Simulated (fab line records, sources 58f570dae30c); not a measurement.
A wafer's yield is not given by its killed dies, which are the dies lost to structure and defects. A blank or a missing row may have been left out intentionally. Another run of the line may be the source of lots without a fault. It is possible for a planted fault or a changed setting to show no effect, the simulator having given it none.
Comparing a struck lot with a sound one    flow berkeley_cmos170    15 out of 331 route steps
Sound: these wafers, L597.3, L597.4, L597.6. Wafers struck: L602.3, L602.4, L602.6. The cause is given at the end.
Per side, at each step with rows, come the tool, then ch with its chambers, and then its first start. Under that, the readings that differ: sound wafers    struck wafers    difference of the means    sigmas: that difference in standard deviations of wafers without a fault.
alike: readings with means less than 2 such deviations apart, plus words and numbers identical on both sides. not compared: withheld readings, readings lacking a value on some wafer, bounds such as >300 that could conceal the same value, and numbers that have no deviation in the record and whose values overlap.
The two part at a step that has a row with sigmas, a row that says differs or no value, or rows on one side only. Non-overlapping numbers with no deviation appear without sigmas and do not part them. A reading missing from all wafers of one side parts the sides only when that side holds two or more wafers.

UCB170_V2_CMP_02: polishes SiO2.
  sound on cmp-02 ch 2,3, day 8 03:44; struck on cmp-01 ch 0,1, day 8 22:28
  alike: motor_current_A
UCB170_V2_BOW_MEAS_03:
  sound on film_metro-01 at day 8 04:02; struck on film_metro-04 at day 8 22:48
reading      sound     struck    difference  sigmas
V2_BOW (um)  46 40 40  17 31 39  -13         -2
UCB170_V2_THK_MEAS_04:
  sound on film_metro-01 at day 8 04:08; struck on film_metro-04 at day 8 22:54
  alike: V2_POLISHED_THK
then, 7 steps without rows for these wafers: UCB170_V2_CLEAN_05 (cleans in DIW); UCB170_V2_HMDS_06 (prime time 60 s); UCB170_V2_COAT_07 (resist thk 900 nm); UCB170_V2_SOFTBAKE_08 (time 60 s); UCB170_V2_EXPOSE_09 (exposes mask VIA2, target cd 700 nm); UCB170_V2_PEB_10; UCB170_V2_DEVELOP_11 (develop time 45 s).
UCB170_V2_CD_MEAS_12: the cd target is 700 nm.
  sound on cd_sem-01 at day 8 05:24; struck on cd_sem-02 at day 9 00:56
  alike: cd_nm
UCB170_V2_OVL_MEAS_13:
  sound on overlay-01 at day 8 05:29; struck on overlay-01 at day 9 01:02
  alike: V2_OVL
UCB170_V2_ETCH_14: etches SiO2 in CHF3/CF4/Ar, stops on Al, target depth 1250 nm, time 291 s.
  sound on rie_diel-01 ch 0,1,2, day 8 05:31; struck on rie_diel-04 ch 1,2, day 9 01:04
  no value came back on the struck wafers for any of 5 readings (CHF3_flow_sccm (sccm), cf4_flow_sccm (sccm) and others); on the sound wafers CHF3_flow_sccm (sccm) reads 45.23 45.05 44.91
reading                              sound            struck             difference  sigmas
model.KrF_of_V2_COAT_07.thk_nm (nm)  608 618.2 618.5  887.4 884.8 886.8  +271.4      
  not compared: rf_hours_counter_h
UCB170_V2_STRIP_15: strips in O2.
  sound on plasma_asher-01 ch 0,1, day 8 05:44; struck on plasma_asher-02 ch 0,1, day 9 01:16
reading                       sound              struck             difference  sigmas
oes_product_au (a.u.)         0.719 0.717 0.720  0.737 0.730 0.735  +0.015      +3
strip_time_to_endpoint_s (s)  15.25 15.50 15.50  21.67 21.60 21.66  +6.23       +48
  alike: drypump_motor_current_A
  not compared: rf_hours_counter_h
UCB170_V2_CD_MEAS_90: the cd target is 700 nm.
  sound on cd_sem-02 at day 8 05:50; struck on cd_sem-02 at day 9 01:23
reading     sound              struck  difference                     sigmas
cd_nm (nm)  700.0 699.5 701.0  - - -   no value on the struck wafers  

WHERE THEY PART
Last at UCB170_V2_CD_MEAS_90 as far as this record goes, first at UCB170_V2_BOW_MEAS_03.

WHY: what had been put in by the simulator
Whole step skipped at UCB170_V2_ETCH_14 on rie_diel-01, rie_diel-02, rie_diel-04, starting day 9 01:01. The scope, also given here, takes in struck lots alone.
